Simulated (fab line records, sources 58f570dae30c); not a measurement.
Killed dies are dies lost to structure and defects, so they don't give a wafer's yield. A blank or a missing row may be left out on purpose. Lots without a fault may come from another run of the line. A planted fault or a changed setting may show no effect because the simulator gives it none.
Tool commonality check | flow berkeley_cmos170 | 13 lots, 39 wafers sampled

WHY IT WAS OPENED
At UCB170_ACTIVE_CD_MEAS_13 the reading cd_nm is flagged on 1 of 13 lots. Wafers without a fault read 1200.4 nm, standard deviation 1.5.
Rule: a lot is flagged when every wafer of it that has a number lies more than 4 standard deviations from that mean, or none has a number. The other lots count as sound.

lot  | measured    | on        | cd_nm (nm), wafer by wafer | flag
L566 | day 5 03:43 | cd_sem-01 | 1199.3 1199.6 1199.4       |
L567 | day 5 03:49 | cd_sem-01 | 1204.9 1201.8 1202.2       |
L568 | day 5 12:02 | cd_sem-01 | 1198.0 1197.4 1198.5       |
L571 | day 5 15:35 | cd_sem-01 | 1201.1 1201.0 1200.4       |
L572 | day 5 23:34 | cd_sem-02 | 1200.5 1202.3 1200.7       |
L574 | day 6 15:26 | cd_sem-01 | 1200.2 1201.3 1199.5       |
L575 | day 6 15:44 | cd_sem-01 | 1199.6 1201.7 1201.2       |
L573 | day 6 15:56 | cd_sem-01 | 1203.1 1201.7 1202.9       |
L579 | day 7 11:34 | cd_sem-01 | 1200.7 1200.2 1199.9       |
L577 | day 7 12:08 | cd_sem-01 | 1379.2 1379.7 1379.8       | FLAGGED
L581 | day 8 03:09 | cd_sem-01 | 1201.0 1199.2 1198.7       |
L587 | day 9 08:33 | cd_sem-01 | 1201.7 1201.0 1201.0       |
L589 | day 9 16:38 | cd_sem-01 | 1200.3 1201.4 1200.4       |
The numbers of the flagged lots are 1379.6 nm on average: +179.2 nm against the usual, or +99 or more standard deviations.

WHICH TOOL RAN EACH LOT
The record holds 1 process step before the reading, out of a route of 331 steps. In each cell: the tool, then ch and the chambers that the sampled wafers went through, then the start.
lot  | flag    | UCB170_ACTIVE_EXPOSE_10
L566 |         | krf_scanner-01 ch 0, day 5 03:12
L567 |         | krf_scanner-02 ch 0, day 5 03:25
L568 |         | krf_scanner-02 ch 0, day 5 10:59
L571 |         | krf_scanner-02 ch 0, day 5 15:12
L572 |         | krf_scanner-02 ch 0, day 5 23:11
L574 |         | krf_scanner-02 ch 0, day 6 14:43
L575 |         | krf_scanner-01 ch 0, day 6 15:04
L573 |         | krf_scanner-02 ch 0, day 6 15:19
L579 |         | krf_scanner-02 ch 0, day 7 10:57
L577 | FLAGGED | krf_scanner-02 ch 0, day 7 11:32
L581 |         | krf_scanner-02 ch 0, day 8 01:37
L587 |         | krf_scanner-02 ch 0, day 9 08:10
L589 |         | krf_scanner-01 ch 0, day 9 15:21
What these steps do:
- UCB170_ACTIVE_EXPOSE_10: exposes mask ACTIVE, target cd 1200 nm.
- UCB170_ACTIVE_CD_MEAS_13: target cd 1200 nm.

FLAGGED OVER TOTAL, TOOL BY TOOL (the gauges that took the reading come last)
step                     | tool           | lots run | flagged | share of the flagged lots | sound lots run after its first flagged lot
UCB170_ACTIVE_EXPOSE_10  | krf_scanner-01 | 3        | 0       | none                      | -
UCB170_ACTIVE_EXPOSE_10  | krf_scanner-02 | 10       | 1       | all                       | 2 (L581,L587)
UCB170_ACTIVE_CD_MEAS_13 | cd_sem-01      | 12       | 1       | all                       | 3 (L581,L587,L589)
UCB170_ACTIVE_CD_MEAS_13 | cd_sem-02      | 1        | 0       | none                      | -

WHAT THE TABLE ALLOWS
2 rows of the table ran every flagged lot: krf_scanner-02 at UCB170_ACTIVE_EXPOSE_10, cd_sem-01 at UCB170_ACTIVE_CD_MEAS_13.
- krf_scanner-02 at UCB170_ACTIVE_EXPOSE_10: 1 of its 10 lots flagged. Sound lots ran on it after the first flagged one (L581, L587), which a lasting fault on the whole tool wouldn't allow.
- cd_sem-01 at UCB170_ACTIVE_CD_MEAS_13: 1 of its 12 lots flagged. Sound lots ran on it after the first flagged one (L581, L587, L589), which a lasting fault on the whole tool wouldn't allow.
No row of the table ran every flagged lot and no sound lot after the first.

WHAT THE SIMULATOR HAD PUT IN
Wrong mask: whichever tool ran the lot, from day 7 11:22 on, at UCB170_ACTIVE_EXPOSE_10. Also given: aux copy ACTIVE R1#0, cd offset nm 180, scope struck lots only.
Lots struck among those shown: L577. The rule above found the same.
